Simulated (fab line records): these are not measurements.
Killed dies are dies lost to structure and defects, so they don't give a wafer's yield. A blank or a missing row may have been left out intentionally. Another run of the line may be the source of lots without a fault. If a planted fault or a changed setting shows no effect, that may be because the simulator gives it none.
A lot that was struck, set against a sound lot -- flow berkeley_cmos170 -- 22 steps out of a route of 331
Sound: these wafers, L325.1, L325.2, L325.6. The struck wafers were L321.3, L321.4, L321.6. At the end, the cause is stated.
Order at every step that has rows: each side's tool, ch and its chambers, its first start. Under that, the readings that differ: sound wafers -- struck wafers -- difference of the means -- sigmas: that difference in standard deviations of wafers without a fault.
alike: a reading whose means differ by less than 2 such deviations, as well as words and numbers matching on both sides. not compared: withheld readings; readings where some wafer has no value; bounds like >300 that might hide an equal value; numbers whose values overlap and for which the record gives no deviation.
A row with sigmas, a row that says differs or no value, or rows on one side alone: a step with any of these is where the two part. Numbers that have no deviation but don't overlap get no sigmas and don't part them. A reading missing from all wafers of one side parts the sides only when that side holds two or more wafers.

first, 6 steps without rows for these wafers: UCB170_NVT_HMDS_00 (prime time 60 s); UCB170_NVT_COAT_01 (resist thk 900 nm); UCB170_NVT_SOFTBAKE_02 (time 60 s); UCB170_NVT_EXPOSE_03 (exposes mask PWELL, target cd 3000 nm); UCB170_NVT_PEB_04; UCB170_NVT_DEVELOP_05 (develop time 45 s).
UCB170_NVT_OVL_MEAS_06:
  sound on overlay-01 at day 10 13:12; struck on overlay-01 at day 10 07:25
  alike: NVT_OVL
next, for these wafers, 1 step has no rows: UCB170_NVT_IMPLANT_07.
UCB170_NVT_STRIP_08: strips in O2.
  sound on plasma_asher-03 ch 0,1, day 10 13:23; struck on plasma_asher-04 ch 0,1, day 10 07:37
  alike: chamber_pressure_mTorr, drypump_motor_current_A, oes_product_au, strip_time_to_endpoint_s
  not compared: rf_hours_counter_h
UCB170_NVT_TW_MEAS_09:
  sound on film_metro-02 at day 10 13:29; struck on film_metro-02 at day 10 07:43
  alike: NVT_TW
then, 2 steps without rows for these wafers: UCB170_NVT_CLEAN_10 (cleans in SPM, time 600 s); UCB170_PVT_HMDS_00 (prime time 60 s).
UCB170_PVT_COAT_01: resist thk 900 nm.
  sound on litho_track-01 ch 0, day 10 14:01; struck on litho_track-03 ch 0, day 10 08:21
reading,sound,struck,difference,sigmas
spin_speed_rpm (rpm),1496.4 1499.2 1500.6,1545.5 1546.6 1545.7,+47.2,+53
model.KrF_of_PVT_COAT_01.thk_nm (nm),902.1 900.2 900.4,886.2 887.3 888.7,-13.5,
then, 3 steps without rows for these wafers: UCB170_PVT_SOFTBAKE_02 (time 60 s); UCB170_PVT_EXPOSE_03 (exposes mask NWELL, target cd 3000 nm); UCB170_PVT_PEB_04.
UCB170_PVT_DEVELOP_05: develop time 45 s.
  sound: litho_track-01 ch 0; struck: litho_track-01 ch 0
reading,sound,struck,difference,sigmas
model.KrF_of_PVT_COAT_01.thk_nm (nm),887.9 886 886.2,872 873 874.5,-14,
UCB170_PVT_OVL_MEAS_06:
  sound on overlay-02 at day 10 14:53; struck on overlay-02 at day 10 09:13
  alike: PVT_OVL
next, for these wafers, 1 step has no rows: UCB170_PVT_IMPLANT_07.
UCB170_PVT_STRIP_08: strips in O2.
  sound on plasma_asher-02 ch 0,1, day 10 15:05; struck on plasma_asher-02 ch 0,1, day 10 09:25
reading,sound,struck,difference,sigmas
strip_time_to_endpoint_s (s),21.67 21.63 21.62,21.30 21.30 21.35,-0.32,-5
  alike: chamber_pressure_mTorr, drypump_motor_current_A, oes_product_au
  not compared: rf_hours_counter_h
UCB170_PVT_TW_MEAS_09:
  sound on film_metro-04 at day 10 15:11; struck on film_metro-04 at day 10 09:31
  alike: PVT_TW
next, for these wafers, 1 step has no rows: UCB170_M3_PROBE_99.

WHERE THEY PART
At UCB170_PVT_COAT_01 first; at UCB170_PVT_STRIP_08 last (within this record only). Later steps at which nothing parts them and some readings are alike: UCB170_PVT_TW_MEAS_09.

WHY: whatever the simulator had introduced
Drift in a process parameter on litho_track-03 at UCB170_PVT_COAT_01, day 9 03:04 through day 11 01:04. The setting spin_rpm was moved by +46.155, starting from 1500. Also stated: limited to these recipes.
